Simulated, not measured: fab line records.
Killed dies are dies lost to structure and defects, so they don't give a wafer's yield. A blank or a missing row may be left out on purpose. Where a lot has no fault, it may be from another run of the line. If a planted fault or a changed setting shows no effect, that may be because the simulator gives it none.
Struck lot and sound lot, side by side	flow rit-cmos	14 out of 202 route steps
Sound: wafers L105.1, L105.5, L105.6. Wafers L996.2, L996.4, L996.6 were the ones struck. The cause comes at the end.
Order at every step that has rows: each side's tool, ch and its chambers, its first start. Under that, the readings that differ: sound wafers	struck wafers	difference of the means	sigmas: that difference in standard deviations of wafers without a fault.
alike: readings with means less than 2 such deviations apart, plus words and numbers identical on both sides. not compared: withheld readings, readings lacking a value on some wafer, bounds such as >300 that could conceal the same value, and numbers that have no deviation in the record and whose values overlap.
A row with sigmas, a row that says differs or no value, or rows on one side alone: a step with any of these is where the two part. When numbers do not overlap yet have no deviation, they are printed without sigmas and do not part them. A reading missing from all wafers of one side parts the sides only when that side holds two or more wafers.

first, 3 steps without rows for these wafers: RIT_GATE_CLEAN_02 (cleans in dHF, time 30 s); RIT_GATE_CLEAN_03 (cleans in SC2, time 600 s); RIT_GATE_CLEAN_04 (cleans in dHF, time 60 s).
RIT_FOX2_THK_MEAS_91:
  sound on film-metro-02, day 6 06:13; struck on film-metro-02, day 4 06:52
  alike: FIELD_OXIDE_LEFT_2_THK
then, 2 steps without rows for these wafers: RIT_GATE_OXIDATION_05 (target thk 3 nm, ox time 270 s); RIT_GATE_ANNEAL_06 (time 600 s).
RIT_GATE_THK_MEAS_07:
  sound on film-metro-02, day 6 07:36; struck on film-metro-02, day 4 08:15
  alike: GATE_OXIDE_THK
then, 1 step without rows for these wafers: RIT_GATE_CVD_08 (deposits poly-Si from SiH4, target thk 250 nm, time 2220 s).
RIT_GATE_THK_MEAS_09:
  sound on film-metro-04, day 6 10:13; struck on film-metro-04, day 4 09:55
  alike: GATE_POLY_THK
then, 3 steps without rows for these wafers: RIT_GATE_HMDS_10 (prime time 60 s); RIT_GATE_COAT_11 (resist thk 850 nm); RIT_GATE_SOFTBAKE_12 (time 60 s).
RIT_GATE_EXPOSE_13: exposes mask M6, target cd 150 nm.
  sound on iline-stepper-01 ch 0, day 6 10:44; struck on iline-stepper-02, day 4 10:34
  no value came back on the struck wafers for exposure-dose-mJ-cm2, focus-offset-nm (nm); on the sound wafers exposure-dose-mJ-cm2 reads 380.1 380.1 380.6
  alike: mask
next, for these wafers, 1 step has no rows: RIT_GATE_PEB_14.

## WHERE THEY PART
At RIT_GATE_EXPOSE_13 and nowhere else, as far as this record goes.

WHY: whatever the simulator had introduced
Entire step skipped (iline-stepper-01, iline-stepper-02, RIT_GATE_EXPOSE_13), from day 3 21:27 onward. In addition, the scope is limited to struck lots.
